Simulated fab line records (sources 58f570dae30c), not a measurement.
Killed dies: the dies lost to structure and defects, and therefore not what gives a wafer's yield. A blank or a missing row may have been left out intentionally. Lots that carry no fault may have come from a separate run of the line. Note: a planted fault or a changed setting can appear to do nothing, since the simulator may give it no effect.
A single fault, viewed from 2 desks || flow berkeley cmos170 || each desk holds nothing but its own numbers, with what lay behind them at the end

## AT THE TOOL OWNER'S DESK: lpcvd-01
The tool's own readings at UCB170_GATE_CVD_04 (deposits poly-Si from SiH4, time 1440 s, target thk 214 nm): means of the sampled wafers that have a number, for each lot that ran on this tool. A lot is out of limits, marked OUT, if its mean lies more than 4 standard deviations from the usual mean; the brackets give that distance.
Columns: A = pressure mtorr at UCB170_GATE_CVD_04, usual 375.0 mTorr; B = spike tc centre C at UCB170_GATE_CVD_04, usual 613.0 C
{"lot": "L793", "first seen here": "day 8 00:22", "A": 374.7, "B": 615.1}
{"lot": "L794", "first seen here": "day 8 00:22", "A": 375.5, "B": 613.7}
{"lot": "L795", "first seen here": "day 8 00:22", "A": 375.9, "B": 610.7}
{"lot": "L796", "first seen here": "day 8 00:22", "A": 376.5, "B": 614.0}
{"lot": "L797", "first seen here": "day 8 12:49", "A": 374.8, "B": 611.0}
{"lot": "L798", "first seen here": "day 9 00:38", "A": 375.1, "B": "624.4 (+7.6) OUT"}
{"lot": "L799", "first seen here": "day 9 00:38", "A": 374.8, "B": "622.7 (+6.5) OUT"}
{"lot": "L800", "first seen here": "day 9 00:38", "A": 375.3, "B": "623.5 (+7.0) OUT"}
This desk finds L798, L799, L800 out of limits, L798 being first, at day 9 00:38 (spike tc centre C at UCB170_GATE_CVD_04). In limits: L793, L794, L795, L796, L797.

## FROM THE METROLOGY DESK
What the gauges read for every lot (on any tool): the sampled wafers with a number, averaged. A lot is out of limits, marked OUT, if its mean lies more than 4 standard deviations from the usual mean; the brackets give that distance.
Columns: A = ACTIVE_OXIDE_THK at UCB170_ACTIVE_THK_MEAS_03, usual 26.2 nm; B = SACOX_OXIDE_THK at UCB170_SACOX_THK_MEAS_02, usual 14.37 nm; C = GATE_POLY_THK at UCB170_GATE_THK_MEAS_05, usual 214.1 nm
{"lot": "L792", "first seen here": "day 4 08:22", "A": 26.1, "B": 14.28, "C": 213.2}
{"lot": "L794", "first seen here": "day 5 02:49", "A": 25.9, "B": 14.43, "C": 215.8}
{"lot": "L795", "first seen here": "day 5 02:50", "A": 25.9, "B": 14.60, "C": 211.6}
{"lot": "L793", "first seen here": "day 5 02:51", "A": 26.9, "B": 14.49, "C": 214.4}
{"lot": "L796", "first seen here": "day 5 02:54", "A": 26.5, "B": 14.18, "C": 214.2}
{"lot": "L797", "first seen here": "day 5 17:41", "A": 25.8, "B": 14.50, "C": 212.6}
{"lot": "L798", "first seen here": "day 6 02:20", "A": 25.6, "B": 14.51, "C": "229.7 (+8.2) OUT"}
{"lot": "L799", "first seen here": "day 6 02:20", "A": 25.6, "B": 14.44, "C": "231.7 (+9.3) OUT"}
{"lot": "L800", "first seen here": "day 6 09:17", "A": 26.1, "B": 14.33, "C": "233.2 (+10) OUT"}
{"lot": "L801", "first seen here": "day 6 19:37", "A": 26.3, "B": 14.05, "C": 213.5}
{"lot": "L809", "first seen here": "day 8 03:48", "A": 26.1, "B": 14.14, "C": 213.5}
{"lot": "L810", "first seen here": "day 8 03:49", "A": 26.3, "B": 14.12, "C": 213.8}
This desk reports L798, L799, L800 out of limits; the earliest was L798 at day 9 02:02 (GATE_POLY_THK at UCB170_GATE_THK_MEAS_05). In limits: L792, L794, L795, L793, L796, L797, L801, L809, L810.

## TAKEN TOGETHER
At day 9 00:38, on L798, L799, L800, the tool owner's desk was in a position to raise an alarm.
Metrology desk: alarm possible at day 9 02:02 on L798, L799, L800.
On lpcvd-01, each named lot ran UCB170_GATE_CVD_04.

## WHAT WAS PUT IN BY THE SIMULATOR
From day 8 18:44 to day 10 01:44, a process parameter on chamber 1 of lpcvd-01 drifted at UCB170_GATE_CVD_04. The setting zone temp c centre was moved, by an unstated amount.
Shown lots that were struck: L798, L799, L800.
Fault start to first reading out of limits, in hours, per desk: tool owner, 6; metrology, 7.
